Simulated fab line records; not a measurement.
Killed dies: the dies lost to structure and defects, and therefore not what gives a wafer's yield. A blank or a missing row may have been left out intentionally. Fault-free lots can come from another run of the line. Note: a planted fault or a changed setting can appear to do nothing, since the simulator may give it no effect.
Which of the tools did it?    flow ritCmos    Sampling: 7 lots, 21 wafers, 2 of 202 route steps

== WHAT EACH GAUGE READ, for each wafer ==
RIT_NWELL_OVL_MEAS_06.
lot   measured     on          NWELL_OVL (nm)
L315  day 2 04:19  overlay-01  -1.6 -3.1 -1.4
L319  day 2 21:19  overlay-02  -0.3 -0.5 -1.0
L322  day 3 16:43  overlay-01  -2.1 -1.6 -1.8
L327  day 4 13:29  overlay-02  1.2 1.2 0.4
L329  day 5 02:27  overlay-01  - - -
L332  day 5 15:14  overlay-01  0.0 -1.2 0.8
L336  day 6 10:21  overlay-02  -3.5 -0.5 -1.5

== EACH LOT AND THE TOOL THAT RAN IT (in order: tool; ch and the chambers of the sampled wafers; start) ==
lot   RIT_NWELL_COAT_01
L315  lithoTrack-03 ch 0, day 2 03:29
L319  lithoTrack-03 ch 0, day 2 20:37
L322  lithoTrack-04 ch 0, day 3 15:46
L327  lithoTrack-04 ch 0, day 4 12:40
L329  lithoTrack-04, day 5 01:43
L332  lithoTrack-02 ch 0, day 5 14:05
L336  lithoTrack-04 ch 0, day 6 09:37
- RIT_NWELL_COAT_01: resist thk 1300 nm.

== THE ANSWER, worked out from the rows above alone ==
Rule: the lots themselves supply what counts as usual. The widest of any qualifying gaps counts: lots, ordered by their means at a reading, are off when they make up no more than a third of the lots, leave a main group of 4 or more, and stand apart from it by 3 or more times the standard deviation of that group's means. If all means in a main group match to the digits the tables above print for the reading, that group is not used. Also off: a lot with no number at a reading for which 4 or more lots have one. Any other lot the step has rows for is counted as sound.
Off: L329, at RIT_NWELL_OVL_MEAS_06 (NWELL_OVL). Without a number there: L329. The main group: mean -0.9 nm, standard deviation 1.1.
A tool fits if, at a process step before that reading, it ran every lot that is off, and no sound lot after the first of them. Those tools and the gauges at RIT_NWELL_OVL_MEAS_06 are tried in the same way. None of those tried fits.

== WHAT WAS PUT IN BY THE SIMULATOR ==
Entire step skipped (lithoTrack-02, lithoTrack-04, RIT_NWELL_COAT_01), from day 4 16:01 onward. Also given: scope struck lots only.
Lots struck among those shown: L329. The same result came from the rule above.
